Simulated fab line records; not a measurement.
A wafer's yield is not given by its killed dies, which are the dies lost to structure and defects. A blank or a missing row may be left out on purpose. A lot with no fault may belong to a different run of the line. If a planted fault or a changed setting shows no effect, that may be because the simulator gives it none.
Comparing a struck lot with a sound one -- flow berkeleyCmos170 -- 17 out of 331 route steps
Sound: wafers L757.3, L757.4, L757.5. Struck: wafer L762.4. (L762.2, L762.6 of the same lot were not struck and are left out.) The cause comes at the end.
At each step with rows: each side's tool, then ch and its chambers, then its first start. Under that, the readings that differ: sound wafers -- struck wafers -- difference of the means -- sigmas: that difference in standard deviations of wafers without a fault.
alike: readings whose means differ by less than 2 such deviations, and words and numbers that are the same on both sides. not compared: withheld readings, readings that some wafer has no value for, bounds like >300 that may hide the same value, and numbers for which the record gives no deviation and whose values overlap.
Wherever a step has rows on one side only, a row that says differs or no value, or a row with sigmas, the two part there. Numbers that have no deviation but don't overlap get no sigmas and don't part them. A reading missing from all wafers of one side parts the sides only when that side holds two or more wafers.

UCB170_V1_CMP_02: polishes SiO2.
  sound on cmp-01 ch 0,2,3, day 9 08:42; struck on cmp-02 ch 1, day 11 07:46
  alike: motorCurrentA, retainingRingPressureFrac
UCB170_V1_BOW_MEAS_03:
  sound: filmMetro-03 at day 9 08:59; struck: filmMetro-02 at day 11 08:05
  alike: V1_BOW
UCB170_V1_THK_MEAS_04:
  sound: filmMetro-03 at day 9 09:05; struck: filmMetro-02 at day 11 08:12
  alike: V1_POLISHED_THK
then, 7 steps without rows for these wafers: UCB170_V1_CLEAN_05 (cleans in DIW); UCB170_V1_HMDS_06 (prime time 60 s); UCB170_V1_COAT_07 (resist thk 900 nm); UCB170_V1_SOFTBAKE_08 (time 60 s); UCB170_V1_EXPOSE_09 (exposes mask VIA1, target cd 700 nm); UCB170_V1_PEB_10; UCB170_V1_DEVELOP_11 (develop time 45 s).
UCB170_V1_CD_MEAS_12: target cd 700 nm.
  sound: cdSem-01 at day 9 10:29; struck: cdSem-02 at day 11 13:38
  alike: cdNm
UCB170_V1_OVL_MEAS_13:
  sound: overlay-01 at day 9 10:34; struck: overlay-01 at day 11 13:44
  alike: V1_OVL
UCB170_V1_ETCH_14: etches SiO2 in CHF3/CF4/Ar, stops on Al, target depth 1250 nm, time 291 s.
  sound on rieDiel-02 ch 0,2, day 9 10:35; struck on rieDiel-04 ch 1, day 11 13:46
reading,sound,struck,difference,sigmas
rfFwdPowerW (W),699.2 698.5 697.8,981.4,+282.9,+99 or more
throttleValvePct (%),6.99 6.89 6.89,7.15,+0.23,+3
model.KrF_of_V1_COAT_07.thkNm (nm),608.9 607 608.6,562.2,-46.0,
model.V1.cdNm (nm),701.2 698.3 699.6,706.1,+6.4,
model.V1.featureDepthNm (nm),1000 1001 1000,1005,+5,
  alike: cf4FlowSccm, chamberPressureMTorr, drypumpMotorCurrentA, oesProductAu
  not compared: rfHoursCounterH
UCB170_V1_STRIP_15: strips in O2.
  sound on plasmaAsher-02 ch 0,1, day 9 10:49; struck on plasmaAsher-03 ch 0, day 11 13:56
reading,sound,struck,difference,sigmas
stripTimeToEndpointS (s),15.27 15.24 15.28,14.17,-1.09,-12
  alike: chamberPressureMTorr, drypumpMotorCurrentA, oesProductAu
  not compared: rfHoursCounterH
UCB170_V1_CD_MEAS_90: target cd 700 nm.
  sound: cdSem-02 at day 9 10:55; struck: cdSem-02 at day 11 14:04
reading,sound,struck,difference,sigmas
cdNm (nm),701.5 698.1 699.8,705.9,+6.1,+4
then, 1 step without rows for these wafers: UCB170_M2_PRE_CLEAN_00 (preclean etch time 60 s).
UCB170_M3_PROBE_99:
  record: rows for the struck wafers here (prober-02, day 12 02:41), none for the sound ones

## WHERE THEY PART
First at UCB170_V1_ETCH_14; last, within this record, at UCB170_M3_PROBE_99.

WHY: the cause the simulator had injected
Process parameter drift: rieDiel-04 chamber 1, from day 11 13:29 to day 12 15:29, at UCB170_V1_ETCH_14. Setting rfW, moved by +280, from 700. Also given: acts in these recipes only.
